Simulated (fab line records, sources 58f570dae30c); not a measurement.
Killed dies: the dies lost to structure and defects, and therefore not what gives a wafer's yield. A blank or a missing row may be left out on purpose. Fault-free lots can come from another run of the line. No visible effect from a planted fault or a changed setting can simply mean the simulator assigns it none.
Split-lot experiment	flow berkeley cmos170	23 wafers read from 5 lots, route of 331 steps

## THE SPLIT
At UCB170_ACTIVE_ETCH_15 (etches Si3N4 in CH3F/Ar/O2, stops on SiO2, target depth 242 nm, time 151 s), the setting time s was moved away from the recipe's 151 s on 9 of the 23 wafers read, by -14.1% to +14.4%. For the rest of the wafers, this setting stayed at what the recipe calls for.

The reading comes from the split's own step.

## THE READING
KrF_of_ACTIVE_COAT_08.thk nm (the simulator's own value, which no gauge read), in nm, at UCB170_ACTIVE_ETCH_15 (etches Si3N4 in CH3F/Ar/O2, stops on SiO2, target depth 242 nm, time 151 s). There is no usual value for it anywhere in the file. The 14 wafers here that ran the recipe average 724.6 nm, standard deviation 3.9 nm.

wafer	tool, chamber at the split	time s as run, s	against the recipe	KrF_of_ACTIVE_COAT_08.thk nm, nm	against lot-mates on the recipe
L076.2	rie diel-01, 3	172.6	+14.3%	695.9	-29.5
L076.3	rie diel-01, 0	172.6	+14.3%	697.5	-27.9
L076.4	rie diel-01, 2	151	recipe	727.2	-
L076.5	rie diel-01, 0	151	recipe	723.1	-
L076.6	rie diel-01, 1	151	recipe	725.8	-
L078.1	rie diel-04, 2	151	recipe	726.8	-
L078.2	rie diel-04, 0	172.8	+14.4%	694.9	-28.6
L078.3	rie diel-04, 1	151	recipe	724.7	-
L078.4	rie diel-04, 3	172.8	+14.4%	696.8	-26.7
L078.6	rie diel-04, 0	151	recipe	719.1	-
L080.1	rie diel-02, 1	129.7	-14.1%	751.2	+25.0
L080.2	rie diel-02, 2	151	recipe	726.9	-
L080.4	rie diel-02, 0	129.7	-14.1%	745.1	+18.9
L080.5	rie diel-02, 1	151	recipe	725.5	-
L080.6	rie diel-02, 2	129.7	-14.1%	747.3	+21.1
L079.3	rie diel-04, 0	151	recipe	715.9	-
L079.4	rie diel-04, 3	151	recipe	725.3	-
L079.5	rie diel-04, 0	151	recipe	718.1	-
L084.2	rie diel-02, 1	151	recipe	728.1	-
L084.3	rie diel-02, 0	143.1	-5.2%	730.3	+1.8
L084.4	rie diel-02, 3	151	recipe	728.4	-
L084.5	rie diel-02, 1	151	recipe	728.9	-
L084.6	rie diel-02, 2	143.1	-5.2%	731.9	+3.4

THE FIT
A straight line over all 23 wafers: KrF_of_ACTIVE_COAT_08.thk nm changes by -1.81 nm for each +1% of time s; r = -0.97; the points scatter about the line by 3.6 nm.
The same after taking each lot's own level away (the mean of its wafers on the recipe; 23 wafers): -1.73 nm for each +1%; r = -0.98; scatter 3.2 nm.
Per that fit: largest time s move, reading shift of 25 nm.
The lots' own levels span 719.77 to 728.47 nm, that is 2.2 times the standard deviation above.
The two slopes agree, so the slope changes little with the lot-to-lot level.
Check: with one of the wafers moved furthest among these (+14.4%) left out of the fit, the line predicts -26 nm for it against its lot-mates. It came out at -28.6 nm against them.
Tool readings at the split's step, against how far the setting was moved: oes product au r = -0.17.

## THE OTHER SPLITS THESE WAFERS WENT THROUGH
Other splits were also applied to these wafers ahead of the reading. Each is held against what the fit with the lots' levels taken away leaves over:
other split on the same wafers	wafers away from the commonest value	r with KrF_of_ACTIVE_COAT_08.thk nm (lot level and that fit taken away)
UCB170_START_OXIDATION_02 temp c	15	+0.19
UCB170_NWELL_COAT_07 spin rpm	6	+0.11
UCB170_NWELL_EXPOSE_09 dose mj	7	-0.27
UCB170_PWELL_CVD_05 time s	10	-0.03
UCB170_ACTIVE_CVD_05 temp c	18	+0.13

## THE WHOLE CHAIN: every reading that the file lists as answering this split, in the file's order
step	what it does	reading	change (the file's fit)	r (the file's)
UCB170_ACTIVE_ETCH_15	etches Si3N4 in CH3F/Ar/O2, stops on SiO2, target depth 242 nm, time 151 s	etch.depth nm (the simulator's own value, which no gauge read)	+1.9 nm for each +1% of the setting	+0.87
UCB170_ACTIVE_ETCH_15	etches Si3N4 in CH3F/Ar/O2, stops on SiO2, target depth 242 nm, time 151 s	KrF_of_ACTIVE_COAT_08.thk nm (the simulator's own value, which no gauge read)	-1.77 nm for each +1% of the setting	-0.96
UCB170_ACTIVE_STRIP_16	strips in O2	strip time to endpoint s	withheld for each +1% of the setting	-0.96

## FILE'S OWN FIT
KrF_of_ACTIVE_COAT_08.thk nm changes by -1.77 nm for each +1% of time s, r = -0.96.
